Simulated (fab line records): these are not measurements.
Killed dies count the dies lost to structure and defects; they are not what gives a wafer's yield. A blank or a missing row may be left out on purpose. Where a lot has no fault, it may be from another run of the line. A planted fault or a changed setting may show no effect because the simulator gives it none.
fab line records    flow ritCmos
record: lots: 13  wafers: 39  lastDay: 7
route steps=202 shown SILICIDE@161 M1@202
lots that met no fault: from a run of the same line without faults
startH: hours from the record's first day to the start of the lot's first wafer shown    waitH: time in hours since the lot's previous step    " unchanged from the row above    L1.1+2: a single row standing in for several wafers    - either no value or no given start    * or withheld: withheld    < > ~ a bound
route shown NAME@n: NAME is a module with steps in the file, n the number in the route of the first one    usual: mean/standard deviation of fault-free wafers    same: alike in all rows    chamber/n: place in a boat    sites: readings site by site    _std_site: their standard deviation    _edge_site: the outer-site mean with the inner-site mean subtracted    radiusMm: how far each site lies from the wafer's centre    mask NAME#n: copy n    behind: the most recent tool/chamber to have shaped the wafer    hold: what put the lot on hold/how long, in hours/how the hold closed    device: whichever transistor did not switch (one of n, p or np)    end of line: tests of these same wafers at the route's end    for a step that has no rows: nothing shown but its recipe    killed: dies lost to structure and defects at the first sort, not the wafer's yield    map: a wafer's dies, x killed, . not, _ none there
set.NAME: the setting the step ran with; set.NAME@STEP: the setting that earlier step ran with    model.NAME: the simulator's own value behind a step, which no gauge read
one table for each step of the route and one row for each wafer, over a sample of lots
services: when a tool's chamber went out of use (startH, in hours from the record's first day, below 0 if earlier), for how many hours, and the reason
== steps ==
step: RIT_SILICIDE_WET_ETCH_00
recipe: chemistry: BOE  target: SiO2  targetDepthNm: 14  timeS: 15  dry: n2Spin  dilution: 10:1  tempC: 21.5
lot.wafer   tool         chamber  startH  waitH
L851.3+5+6  wetBench-03  3        52.13   0.1
L852.1+2+6  wetBench-01  0        56.62   0.1
L854.4+5+6  wetBench-03  1        70.85   0.0
L855.1+2+6  wetBench-03  2        73.87   0.1
L859.2+5+6  wetBench-04  0        92.39   0.1
L862.4+5+6  wetBench-03  0        110.82  0.0
L864.1+5+6  wetBench-03  0        121.71  0.1
L866.4+5+6  wetBench-04  2        130.24  0.0
L867.1+3+4  wetBench-03  1        135.29  0.1
L870.1+2+6  wetBench-01  1        150.89  0.1
L871.1+3+5  wetBench-01  3        153.59  0.1
L872.1+2+3  wetBench-04  3        159.00  0.1
L874.1+2+6  wetBench-01  3        172.08  0.1
step: RIT_M1_PROBE_99
usual: killedAtContacts: 0.0/0.22  killedAtFrontEnd: 7/3.2  killedDies: 8/3.2  killedOnRim: 1.9/1.4  killedOpen: 3.7/2.1  killedShort: 3.8/2.2
same: grossDies: 264  killed_at_M0_to_M3: 0  killed_at_M4_up: 0  killedAtBackSide: 0  killedAtOther: 0
lot.wafer  tool       chamber  startH  waitH  killedAtContacts  killedAtFrontEnd  killedDies  killedOnRim  killedOpen  killedShort
L864.1     prober-02  -        129.05  0.1    0                 40                40          9            0           5
L864.5     prober-02  -        129.25  0.2    0                 44                44          11           3           7
L864.6     prober-02  -        129.30  0.2    0                 43                43          11           7           4
L867.1     prober-01  -        142.21  0.1    0                 10                10          3            6           4
L867.3     prober-01  -        142.31  0.2    0                 10                10          1            6           4
L867.4     prober-01  -        142.36  0.2    0                 5                 5           1            2           3
L871.1     prober-01  -        161.03  0.1    0                 5                 5           3            1           4
L871.3     prober-01  -        161.13  0.2    0                 7                 7           4            6           1
L871.5     prober-01  -        161.23  0.2    0                 3                 3           1            2           1
killed by level:class
L864.1 SILICIDE:unspecified=35 GATE:geometricParticle:short=4 REOX:geometricParticle:short=1
L864.5 SILICIDE:unspecified=34 GATE:geometricParticle:short=4 FOX2:geometricParticle:short=2 GATE:geometricParticle:open=1 REOX:geometricParticle:short=1 REOX:geometricParticle:open=1 SPACER:geometricParticle:open=1
L864.6 SILICIDE:unspecified=32 REOX:geometricParticle:open=4 SPACER:geometricParticle:short=3 GATE:geometricParticle:open=2 GATE:geometricParticle:short=1 SPACER:geometricParticle:open=1
L867.1 GATE:geometricParticle:open=3 SPACER:geometricParticle:short=2 FOX2:geometricParticle:short=1 REOX:geometricParticle:short=1 REOX:geometricParticle:open=1 SPACER:geometricParticle:open=1 SILICIDE:geometricParticle:open=1
L867.3 GATE:geometricParticle:open=4 GATE:geometricParticle:short=3 SPACER:geometricParticle:open=2 FOX1:geometricParticle:short=1
L867.4 GATE:geometricParticle:short=1 GATE:geometricParticle:open=1 REOX:geometricParticle:short=1 SPACER:geometricParticle:open=1 SPACER:geometricParticle:short=1
L871.1 GATE:geometricParticle:short=3 FOX1:geometricParticle:short=1 FOX2:geometricParticle:open=1
L871.3 FOX1:geometricParticle:open=2 FOX2:geometricParticle:open=2 FOX2:geometricParticle:short=1 REOX:geometricParticle:open=1 SPACER:geometricParticle:open=1
L871.5 FOX1:geometricParticle:short=1 GATE:geometricParticle:open=1 SILICIDE:geometricParticle:open=1
== services ==
tool         chamber  startH  hours  kind
wetBench-03  -        81.72   4.1    repair
== key ==
firstSign: step: RIT_M1_PROBE_99  reading: killedAtFrontEnd  direction: up  sigmas: 11  usual: 7  struck: 42
effect: step: RIT_M1_PROBE_99  reading: killedDies  direction: up  sigmas: 11  usual: 8  struck: 42
metAt RIT_SILICIDE_WET_ETCH_00
struckLots L864
struckWafers L864.1,L864.5,L864.6
testerLeftOut L864
onsetBetween 110.82 121.71
fault: kind: chamberParticleSource  tool: wetBench-03  chamber: 0  onsetH: 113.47  steps: RIT_SILICIDE_WET_ETCH_00  ratePerVisitCm2: 1.6849  endH: 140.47
testerLeftOut: of these lots the tester's yield and bins aren't shown, on N5 and GAA mostly nor the transistor test; their killed dies are dies lost to structure and defects alone, not to doping, threshold or leakage, so they don't give the yield
